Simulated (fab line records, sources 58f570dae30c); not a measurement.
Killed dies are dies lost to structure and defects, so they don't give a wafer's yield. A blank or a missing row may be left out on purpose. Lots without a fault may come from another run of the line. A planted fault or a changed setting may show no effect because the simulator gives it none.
Split-lot experiment | flow berkeley_cmos170 | 5 lots, 23 wafers read, on a route of 331 steps

THE SPLIT
At UCB170_SDANNEAL_RTA_01 (time 5 s), the setting time_s was moved away from the recipe's 5 s on 10 of the 23 wafers read, by -11.6% to +4.9%. The other wafers ran this setting at the recipe's value.

FROM THE SPLIT TO THE READING: what the file shows between them, 1 step
- UCB170_SDANNEAL_RS_MEAS_02: measures by four-point-probe

THE READING
NSD_RS, in ohm/sq, at UCB170_SDANNEAL_RS_MEAS_03 (measures by four-point-probe). Fault-free wafers of this fab line usually give 37.25 ohm/sq, standard deviation 0.078 ohm/sq.

wafer  | tool, chamber at the split | time_s as run, s | against the recipe | NSD_RS, ohm/sq | against lot-mates on the recipe
L074.1 | rtp_anneal-01, 0           | 5                | recipe             | 37.26          | -
L074.2 | rtp_anneal-01, 0           | 5.245            | +4.9%              | 37.11          | -0.15
L074.3 | rtp_anneal-01, 0           | 5                | recipe             | 37.17          | -
L074.5 | rtp_anneal-01, 0           | 5                | recipe             | 37.34          | -
L074.6 | rtp_anneal-01, 0           | 5.245            | +4.9%              | 37.09          | -0.17
L081.1 | rtp_anneal-02, 0           | 4.512            | -9.8%              | 37.53          | +0.31
L081.2 | rtp_anneal-02, 0           | 5                | recipe             | 37.22          | -
L081.4 | rtp_anneal-02, 0           | 5                | recipe             | 37.23          | -
L081.5 | rtp_anneal-02, 0           | 4.512            | -9.8%              | 37.44          | +0.22
L081.6 | rtp_anneal-02, 0           | 4.512            | -9.8%              | 37.49          | +0.27
L080.2 | rtp_anneal-01, 0           | 5                | recipe             | 37.35          | -
L080.3 | rtp_anneal-01, 0           | 5                | recipe             | 37.35          | -
L080.4 | rtp_anneal-01, 0           | 5                | recipe             | 37.40          | -
L083.2 | rtp_anneal-02, 0           | 5                | recipe             | 37.21          | -
L083.3 | rtp_anneal-02, 0           | 5                | recipe             | 37.24          | -
L083.4 | rtp_anneal-02, 0           | 4.42             | -11.6%             | 37.59          | +0.37
L083.5 | rtp_anneal-02, 0           | 4.42             | -11.6%             | 37.64          | +0.41
L083.6 | rtp_anneal-02, 0           | 4.42             | -11.6%             | 37.51          | +0.28
L085.2 | rtp_anneal-01, 0           | 4.646            | -7.1%              | 37.42          | +0.19
L085.3 | rtp_anneal-01, 0           | 5                | recipe             | 37.17          | -
L085.4 | rtp_anneal-01, 0           | 5                | recipe             | 37.22          | -
L085.5 | rtp_anneal-01, 0           | 5                | recipe             | 37.30          | -
L085.6 | rtp_anneal-01, 0           | 4.646            | -7.1%              | 37.49          | +0.26

THE FIT
A straight line over all 23 wafers: NSD_RS changes by -0.0265 ohm/sq for each +1% of time_s; r = -0.91; the points scatter about the line by 0.065 ohm/sq.
The same after taking each lot's own level away (the mean of its wafers on the recipe; 23 wafers): -0.0297 ohm/sq for each +1%; r = -0.96; scatter 0.046 ohm/sq.
On that fit, the largest move of time_s shifts the reading by 0.34 ohm/sq.
The lots' own levels span 37.225 to 37.367 ohm/sq, that is 1.8 times the standard deviation above.
So the lot-to-lot level changes the slope: the two fits differ.
Check: with one of the wafers moved furthest among these (-11.6%) left out of the fit, the line predicts +0.338 ohm/sq for it against its lot-mates. It came out at +0.365 ohm/sq against them.

OTHER SPLITS ON THESE WAFERS
These wafers also went through other splits before the reading. Each is held against what the fit with the lots' levels taken away leaves over:
other split on the same wafers      | wafers away from the commonest value | r with NSD_RS (lot level and that fit taken away)
UCB170_PWELL_OXIDATION_02 ox_time_s | 15                                   | +0.04
UCB170_PWELL_IMPLANT_15 energy_kev  | 5                                    | +0.24
UCB170_ACTIVE_EXPOSE_10 dose_mj     | 8                                    | +0.16
UCB170_PFIELD_COAT_01 resist_thk_nm | 10                                   | -0.16
UCB170_PVT_IMPLANT_07 energy_kev    | 8                                    | -0.04
UCB170_NLDD_COAT_01 resist_thk_nm   | 6                                    | +0.06
UCB170_NLDD_IMPLANT_09 dose_cm2     | 10                                   | +0.06
UCB170_NSD_COAT_01 resist_thk_nm    | 8                                    | +0.26
UCB170_NSD_STRIP_09 power_w         | 7                                    | +0.04

THE WHOLE CHAIN: every reading that the file lists as answering this split, in the file's order
step                       | what it does                 | reading | change (the file's fit)             | r (the file's)
UCB170_SDANNEAL_RS_MEAS_02 | measures by four-point-probe | PSD_RS  | -0.191 for each +1% of the setting  | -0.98
UCB170_SDANNEAL_RS_MEAS_03 | measures by four-point-probe | NSD_RS  | -0.0296 for each +1% of the setting | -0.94

THE FILE'S OWN FIT
NSD_RS changes by -0.0296 ohm/sq for each +1% of time_s, r = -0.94.
